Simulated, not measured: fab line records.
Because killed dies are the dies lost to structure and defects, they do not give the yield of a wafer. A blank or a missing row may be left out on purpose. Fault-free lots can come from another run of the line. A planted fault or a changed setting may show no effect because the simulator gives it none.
One fault through the eyes of 2 desks | flow berkeley cmos170 | each desk has only its own numbers; what lay behind them comes last

TOOL OWNER'S DESK, litho track-03
The tool's own readings at UCB170_M1_DEVELOP_08 (develop time 45 s): means of the sampled wafers that have a number, for each lot that ran on this tool. If a lot's mean is further than 4 standard deviations from the usual mean, the lot is out of limits and carries the mark OUT (the distance appears in the brackets).
Columns: A = developer temp C at UCB170_M1_DEVELOP_08, usual 21.02 C
lot  | first seen here | A
L514 | day 8 00:00     | 21.00
L515 | day 8 01:00     | 20.95
L527 | day 10 09:00    | 20.12 (-9.7) OUT
L526 | day 10 14:00    | 20.07 (-10) OUT
This desk finds L526, L527 out of limits, L527 being first, at day 10 09:00 (developer temp C at UCB170_M1_DEVELOP_08). Within limits: L514, L515.

FROM THE METROLOGY DESK
What the gauges read, lot by lot, whatever tool the lot ran on: means of the sampled wafers that have a number. If a lot's mean is further than 4 standard deviations from the usual mean, the lot is out of limits and carries the mark OUT (the distance appears in the brackets).
Columns: A = ACTIVE_OVL at UCB170_ACTIVE_OVL_MEAS_14, usual 4 nm
lot  | first seen here | A
L514 | day 5 01:26     | 0
L517 | day 5 01:27     | 8
L516 | day 5 01:43     | 3
L515 | day 5 01:59     | 14
L519 | day 5 19:34     | 3
L524 | day 6 06:44     | 8
L526 | day 7 09:33     | 10
L527 | day 7 10:59     | 5
L528 | day 7 11:24     | 5
L530 | day 7 11:42     | 9
L535 | day 8 08:33     | 5
L533 | day 8 08:35     | -5
L536 | day 8 08:49     | 5
L532 | day 8 09:44     | 7
Finding of this desk: none of the 14 lots has anything out of limits.

TAKEN TOGETHER
The tool owner's desk could have raised an alarm at day 10 09:00, on L526, L527.
From the metrology desk's view, nothing was out of limits.
The metrology desk holds a record of L526, L527, inside its limits.
Every lot named ran UCB170_M1_DEVELOP_08 on litho track-03.

WHAT HAD BEEN PUT IN BY THE SIMULATOR
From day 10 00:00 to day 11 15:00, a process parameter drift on litho track-03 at UCB170_M1_DEVELOP_08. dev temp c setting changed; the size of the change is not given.
Struck lots among those shown: L526, L527.
Each desk's first reading out of limits, in hours after the fault started: the tool owner's desk, 9.
